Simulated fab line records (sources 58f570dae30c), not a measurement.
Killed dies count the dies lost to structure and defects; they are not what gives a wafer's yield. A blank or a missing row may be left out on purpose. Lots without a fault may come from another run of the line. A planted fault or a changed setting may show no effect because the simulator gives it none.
Which tool is to blame? | flow berkeley-cmos170 | 15 lots, 45 wafers sampled, at 6 steps of a route of 331

== WHAT THE GAUGES SHOWED, per wafer ==
UCB170_PLDD_CD_MEAS_06: target cd 1200 nm. Usual: cd-nm 1200.2 nm, standard deviation 1.5.
lot  | measured     | on        | cd-nm (nm)           | flag
L218 | day 6 21:11  | cd-sem-02 | 1199.1 1199.1 1200.4 |
L217 | day 6 21:22  | cd-sem-01 | 1198.3 1199.7 1199.0 |
L220 | day 7 08:25  | cd-sem-02 | 1200.5 1198.3 1200.3 |
L219 | day 7 08:39  | cd-sem-01 | 1200.7 1200.5 1200.0 |
L221 | day 7 16:25  | cd-sem-02 | 1198.8 1198.5 1200.4 |
L223 | day 7 22:08  | cd-sem-02 | 1200.3 1198.7 1199.0 |
L226 | day 7 22:28  | cd-sem-01 | 1203.6 1205.0 1204.6 |
L224 | day 7 22:47  | cd-sem-02 | 1202.8 1202.2 1201.1 |
L228 | day 8 12:02  | cd-sem-01 | 1197.9 1199.9 1198.0 |
L231 | day 9 11:20  | cd-sem-02 | 1201.0 1200.7 1199.2 |
L230 | day 9 11:36  | cd-sem-01 | 1201.7 1200.5 1200.6 |
L233 | day 9 11:50  | cd-sem-02 | 1198.8 1199.0 1200.7 |
L232 | day 9 11:59  | cd-sem-01 | 1202.1 1201.3 1201.1 |
L236 | day 10 06:30 | cd-sem-01 | 1201.1 1201.9 1202.0 |
L239 | day 10 16:52 | cd-sem-02 | 1200.3 1201.0 1199.6 |

UCB170_PSD_CD_MEAS_06: target cd 1200 nm. Usual: cd-nm 1199.7 nm, standard deviation 1.7.
lot  | measured     | on        | cd-nm (nm)           | flag
L218 | day 7 03:18  | cd-sem-02 | 1199.2 1200.0 1201.2 |
L217 | day 7 04:17  | cd-sem-02 | 1197.6 1196.5 1198.3 |
L220 | day 7 15:39  | cd-sem-02 | 1200.2 1200.2 1198.9 |
L219 | day 7 16:11  | cd-sem-02 | 1199.4 1197.7 1199.8 |
L221 | day 7 23:38  | cd-sem-01 | 1200.3 1199.2 1199.9 |
L223 | day 8 08:34  | cd-sem-02 | 1200.3 1199.6 1199.7 |
L226 | day 8 08:16  | cd-sem-01 | 1199.0 1198.1 1198.8 |
L224 | day 8 08:24  | cd-sem-01 | 1198.0 1196.3 1197.0 |
L228 | day 8 22:08  | cd-sem-01 | 1199.0 1200.0 1199.4 |
L231 | day 9 22:07  | cd-sem-02 | 1199.1 1198.0 1198.3 |
L230 | day 9 22:23  | cd-sem-01 | 1201.1 1201.9 1202.4 |
L233 | day 9 22:41  | cd-sem-01 | 1199.2 1201.6 1201.1 |
L232 | day 9 23:01  | cd-sem-01 | 1195.9 1197.5 1196.2 |
L236 | day 10 13:52 | cd-sem-02 | 1198.1 1197.7 1198.9 |
L239 | day 11 03:04 | cd-sem-02 | 1201.8 1202.5 1202.5 |

UCB170_M1_RS_MEAS_01: measurement is done with a four-point probe. Usual: M1_AL_RS typically reads 0.0485 ohm/sq, with standard deviation 0.00057.
lot  | measured     | on            | M1_AL_RS (ohm/sq)    | flag
L218 | day 7 19:05  | film-metro-03 | 0.0485 0.0482 0.0489 |
L217 | day 7 18:46  | film-metro-02 | 0.0482 0.0482 0.0484 |
L220 | day 8 03:32  | film-metro-02 | 0.0488 0.0494 0.0481 |
L219 | day 8 03:43  | film-metro-02 | 0.0489 0.0481 0.0485 |
L221 | day 8 10:29  | film-metro-03 | 0.0492 0.0484 0.0492 |
L223 | day 8 22:46  | film-metro-01 | 0.0477 0.0482 0.0485 |
L226 | day 8 20:10  | film-metro-03 | 0.0482 0.0472 0.0482 |
L224 | day 8 23:17  | film-metro-03 | 0.0518 0.0517 0.0524 | OFF
L228 | day 9 08:07  | film-metro-02 | 0.0503 0.0515 0.0515 | OFF
L231 | day 10 11:07 | film-metro-03 | 0.0487 0.0483 0.0482 |
L230 | day 10 12:19 | film-metro-01 | 0.0507 0.0513 0.0510 | OFF
L233 | day 10 12:46 | film-metro-02 | 0.0491 0.0485 0.0482 |
L232 | day 10 12:20 | film-metro-03 | 0.0481 0.0484 0.0480 |
L236 | day 11 06:34 | film-metro-01 | 0.0490 0.0478 0.0487 |
L239 | day 11 15:40 | film-metro-01 | 0.0486 0.0479 0.0481 |

UCB170_M1_THK_MEAS_02: measures by xrf. Usual: M1_AL_THK typically reads 603 nm, with standard deviation 8.3.
lot  | measured     | on            | M1_AL_THK (nm) | flag
L218 | day 7 19:13  | film-metro-03 | 599 602 595    |
L217 | day 7 18:52  | film-metro-02 | 612 612 614    |
L220 | day 8 03:38  | film-metro-02 | 606 600 615    |
L219 | day 8 03:49  | film-metro-02 | 602 616 610    |
L221 | day 8 10:37  | film-metro-03 | 589 597 590    |
L223 | day 8 22:52  | film-metro-01 | 613 603 602    |
L226 | day 8 20:17  | film-metro-03 | 598 613 598    |
L224 | day 8 23:23  | film-metro-03 | 557 558 552    | OFF
L228 | day 9 08:13  | film-metro-02 | 586 572 571    | OFF
L231 | day 10 11:13 | film-metro-03 | 598 601 604    |
L230 | day 10 12:26 | film-metro-01 | 577 570 572    | OFF
L233 | day 10 12:53 | film-metro-02 | 600 608 608    |
L232 | day 10 12:26 | film-metro-03 | 605 600 605    |
L236 | day 11 06:41 | film-metro-01 | 592 608 597    |
L239 | day 11 15:46 | film-metro-01 | 595 605 607    |

== TOOL THAT RAN EACH LOT (tool first, then ch and the chambers of the sampled wafers, then the start) ==
lot  | UCB170_CONTACT_SOFTBAKE_11                   | UCB170_M1_SPUTTER_00
L218 | litho-track-01 ch 0, day 7 19:02 or earlier  | pvd-sputter-02, day 7 19:02
L217 | litho-track-04 ch 0, day 7 18:41 or earlier  | pvd-sputter-04, day 7 18:41
L220 | litho-track-04 ch 0, day 8 03:25 or earlier  | pvd-sputter-02, day 8 03:25
L219 | litho-track-01 ch 0, day 8 03:37 or earlier  | pvd-sputter-01, day 8 03:37
L221 | litho-track-04 ch 0, day 8 10:26 or earlier  | pvd-sputter-01, day 8 10:26
L223 | litho-track-04 ch 0, day 8 22:40 or earlier  | pvd-sputter-02, day 8 22:40
L226 | litho-track-01 ch 0, day 8 20:05 or earlier  | pvd-sputter-04, day 8 20:05
L224 | litho-track-01 ch 0, day 8 23:12 or earlier  | pvd-sputter-04, day 8 23:12
L228 | litho-track-01 ch 0, day 9 08:01 or earlier  | pvd-sputter-04, day 9 08:01
L231 | litho-track-04 ch 0, day 10 11:02 or earlier | pvd-sputter-02, day 10 11:02
L230 | litho-track-04 ch 0, day 10 12:14 or earlier | pvd-sputter-04, day 10 12:14
L233 | litho-track-04 ch 0, day 10 12:43 or earlier | pvd-sputter-02, day 10 12:43
L232 | litho-track-02 ch 0, day 10 12:14 or earlier | pvd-sputter-02, day 10 12:14
L236 | litho-track-02 ch 0, day 11 06:29 or earlier | pvd-sputter-01, day 11 06:29
L239 | litho-track-02 ch 0, day 11 15:35 or earlier | pvd-sputter-02, day 11 15:35
- UCB170_CONTACT_SOFTBAKE_11: time 62.87 s.
- UCB170_M1_SPUTTER_00: material Al, target thk 600 nm, time 80 s.

== AS READ BY THE TOOLS THEMSELVES (means over the sampled wafers that have a number; for cases with no such wafer, the mark the record gives instead) ==
UCB170_CONTACT_SOFTBAKE_11. Usual: plate-sensor-t-centre-C 131.41 C, standard deviation 0.0097; plate-sensor-t-edge-C 131.53 C, standard deviation 0.0098.
lot  | tool           | plate-sensor-t-centre-C (C) | plate-sensor-t-edge-C (C) | flag
L218 | litho-track-01 | 131.40                      | 131.53                    |
L217 | litho-track-04 | 131.41                      | 131.53                    |
L220 | litho-track-04 | 131.40                      | 131.53                    |
L219 | litho-track-01 | 131.41                      | 131.53                    |
L221 | litho-track-04 | 131.41                      | 131.54                    |
L223 | litho-track-04 | 131.41                      | 131.53                    |
L226 | litho-track-01 | 131.41                      | 131.54                    |
L224 | litho-track-01 | 131.41                      | 131.54                    |
L228 | litho-track-01 | 131.40                      | 131.53                    |
L231 | litho-track-04 | 131.41                      | 131.53                    |
L230 | litho-track-04 | 131.41                      | 131.53                    |
L233 | litho-track-04 | 131.40                      | 131.53                    |
L232 | litho-track-02 | 131.41                      | 131.53                    |
L236 | litho-track-02 | 131.41                      | 131.53                    |
L239 | litho-track-02 | 131.41                      | 131.54                    |

UCB170_M1_SPUTTER_00. Usual: throttle-valve-pct 30.3 %, standard deviation 1.2.
lot  | tool           | throttle-valve-pct (%) | flag
L218 | pvd-sputter-02 | 29.8                   |
L217 | pvd-sputter-04 | 29.8                   |
L220 | pvd-sputter-02 | 31.0                   |
L219 | pvd-sputter-01 | 30.3                   |
L221 | pvd-sputter-01 | 29.5                   |
L223 | pvd-sputter-02 | 30.8                   |
L226 | pvd-sputter-04 | 30.6                   |
L224 | pvd-sputter-04 | 29.7                   |
L228 | pvd-sputter-04 | 30.2                   |
L231 | pvd-sputter-02 | 30.3                   |
L230 | pvd-sputter-04 | 29.6                   |
L233 | pvd-sputter-02 | 29.8                   |
L232 | pvd-sputter-02 | 30.3                   |
L236 | pvd-sputter-01 | 31.3                   |
L239 | pvd-sputter-02 | 29.1                   |

== THE ANSWER, worked out from the rows above alone ==
Rule: lot off if the mean of its wafers having a number is beyond 3 standard deviations from the usual mean. A lot without any number at a reading at which 4 lots or more have one is off too. Where the step has rows for the other lots, those lots are counted as sound. The gauges are gone through in route order, then the tools' own readings, and for those a lot's mean is taken as printed above. The first step at which some lot is off is used, and at that step the reading that is off furthest; a lot without a number counts as furthest.
Off: at UCB170_M1_RS_MEAS_01 (M1_AL_RS), L224, L228, L230.
A tool fits if, at a process step before that reading, it ran every lot that is off, and no sound lot after the first of them. Those tools and the gauges at UCB170_M1_RS_MEAS_01 are tried in the same way. UCB170_CONTACT_SOFTBAKE_11: start missing for some lots; hours and lot order therefore follow UCB170_M1_SPUTTER_00. One fits: UCB170_M1_SPUTTER_00 on pvd-sputter-04. Its last sound lot is L226 (day 8 20:05), its first lot that is off L224 (day 8 23:12): a fault that began between those two fits.

== WHAT THE SIMULATOR HAD INSERTED ==
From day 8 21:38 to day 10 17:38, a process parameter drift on pvd-sputter-04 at UCB170_M1_SPUTTER_00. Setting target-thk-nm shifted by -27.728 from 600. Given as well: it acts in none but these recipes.
Lots struck among those shown: L224, L228, L230. This agrees with what the rule above found.
